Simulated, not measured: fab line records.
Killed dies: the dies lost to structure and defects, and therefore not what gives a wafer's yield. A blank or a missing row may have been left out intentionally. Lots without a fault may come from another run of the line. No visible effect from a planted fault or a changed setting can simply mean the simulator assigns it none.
Which tool is to blame? ; flow ritCmos ; 14 lots with 42 wafers sampled at 3 steps, on a route of 202 steps

## WHAT EACH GAUGE READ, for each wafer
RIT_M1_RS_MEAS_01: a four-point-probe measurement. Usual: M1_AL_RS typically reads 0.0736 ohm/sq, with standard deviation 0.00077.
lot;measured;on;M1_AL_RS (ohm/sq);flag
L172;day 3 07:11;filmMetro-01;0.0729 0.0738 0.0730;
L173;day 3 12:53;filmMetro-03;0.0726 0.0729 0.0732;
L174;day 3 16:48;filmMetro-01;0.0733 0.0730 0.0731;
L175;day 3 22:41;filmMetro-01;0.0741 0.0733 0.0732;
L176;day 4 08:30;filmMetro-02;0.0735 0.0742 0.0741;
L177;day 4 10:14;filmMetro-03;0.0742 0.0741 0.0729;
L178;day 4 12:13;filmMetro-03;0.0733 0.0732 0.0738;
L179;day 4 18:47;filmMetro-01;0.0731 0.0736 0.0733;
L181;day 5 07:57;filmMetro-03;0.0743 0.0730 0.0736;
L183;day 5 22:53;filmMetro-01;0.0450 0.0452 0.0454;OFF
L184;day 6 03:47;filmMetro-03;0.0451 0.0449 0.0449;OFF
L191;day 7 11:09;filmMetro-01;0.0718 0.0727 0.0718;
L192;day 7 16:08;filmMetro-01;0.0740 0.0739 0.0737;
L195;day 8 08:37;filmMetro-01;0.0722 0.0722 0.0724;

RIT_M1_THK_MEAS_02: measures by xrf. Usual: M1_AL_THK typically reads 400 nm, with standard deviation 4.5.
lot;measured;on;M1_AL_THK (nm);flag
L172;day 3 07:18;filmMetro-01;402 397 403;
L173;day 3 12:59;filmMetro-03;408 405 403;
L174;day 3 16:55;filmMetro-01;401 402 400;
L175;day 3 22:48;filmMetro-01;397 402 400;
L176;day 4 08:37;filmMetro-02;396 394 393;
L177;day 4 10:21;filmMetro-03;396 396 404;
L178;day 4 12:20;filmMetro-03;401 404 398;
L179;day 4 18:55;filmMetro-01;403 402 404;
L181;day 5 08:04;filmMetro-03;396 403 398;
L183;day 5 23:00;filmMetro-01;653 649 651;OFF
L184;day 6 03:55;filmMetro-03;644 647 646;OFF
L191;day 7 11:15;filmMetro-01;411 408 412;
L192;day 7 16:15;filmMetro-01;399 397 401;
L195;day 8 08:43;filmMetro-01;410 411 412;

## TOOL THAT RAN EACH LOT (tool first, then ch and the chambers of the sampled wafers, then the start)
lot;RIT_M1_SPUTTER_00
L172;pvdSputter-01, day 3 06:53
L173;pvdSputter-04, day 3 12:34
L174;pvdSputter-03, day 3 16:30
L175;pvdSputter-04, day 3 22:23
L176;pvdSputter-04, day 4 08:12
L177;pvdSputter-01, day 4 09:55
L178;pvdSputter-03, day 4 11:55
L179;pvdSputter-04, day 4 18:30
L181;pvdSputter-04, day 5 07:39
L183;pvdSputter-04, day 5 22:35
L184;pvdSputter-04, day 6 03:30
L191;pvdSputter-01, day 7 10:49
L192;pvdSputter-03, day 7 15:50
L195;pvdSputter-01, day 8 08:17
- RIT_M1_SPUTTER_00: material Al, target thk 400 nm, time 500 s.

## AS READ BY THE TOOLS THEMSELVES (means over the sampled wafers that have a number; for cases with no such wafer, the mark the record gives instead)
RIT_M1_SPUTTER_00. Usual: chamberPressurePa 0.4000 Pa, standard deviation 0.00079; throttleValvePct 29.6 %, standard deviation 0.58.
lot;tool;chamberPressurePa (Pa);throttleValvePct (%);flag
L172;pvdSputter-01;0.3995;29.6;
L173;pvdSputter-04;0.4000;29.6;
L174;pvdSputter-03;0.3987;29.5;
L175;pvdSputter-04;0.3997;29.6;
L176;pvdSputter-04;0.4002;29.5;
L177;pvdSputter-01;0.3998;29.1;
L178;pvdSputter-03;0.3998;29.5;
L179;pvdSputter-04;0.4000;29.3;
L181;pvdSputter-04;0.3995;29.2;
L183;pvdSputter-04;0.3996;29.5;
L184;pvdSputter-04;0.4006;29.5;
L191;pvdSputter-01;0.4004;29.0;
L192;pvdSputter-03;0.4004;29.8;
L195;pvdSputter-01;0.3995;29.8;

## THE ANSWER, worked out from the rows above alone
Rule: a lot is off if the mean of its wafers that have a number lies more than 3 standard deviations from the usual mean. Also off: a lot with no number at a reading for which 4 or more lots have one. All remaining lots with rows at the step are treated as sound. Order of review: gauges by route order, followed by the tools' own readings, for which a lot's mean as printed above is used. The first step at which some lot is off is used, and at that step the reading that is off furthest; a lot without a number counts as furthest.
Off: at RIT_M1_RS_MEAS_01 (M1_AL_RS), L183, L184.
If a tool, at a process step before that reading, ran all the lots that are off and no sound lot after the first of them, it fits. The gauges at RIT_M1_RS_MEAS_01 are tried like those tools. One candidate fits, namely pvdSputter-04 at RIT_M1_SPUTTER_00. A fault onset in the window from L181 (day 5 07:39, its last sound lot) to L183 (day 5 22:35, its first lot off) fits.

## WHAT THE SIMULATOR PUT IN
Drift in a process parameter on pvdSputter-04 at RIT_M1_SPUTTER_00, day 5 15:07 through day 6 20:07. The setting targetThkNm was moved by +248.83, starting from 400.
Shown lots that were struck: L183, L184. The rule given above showed the same thing.
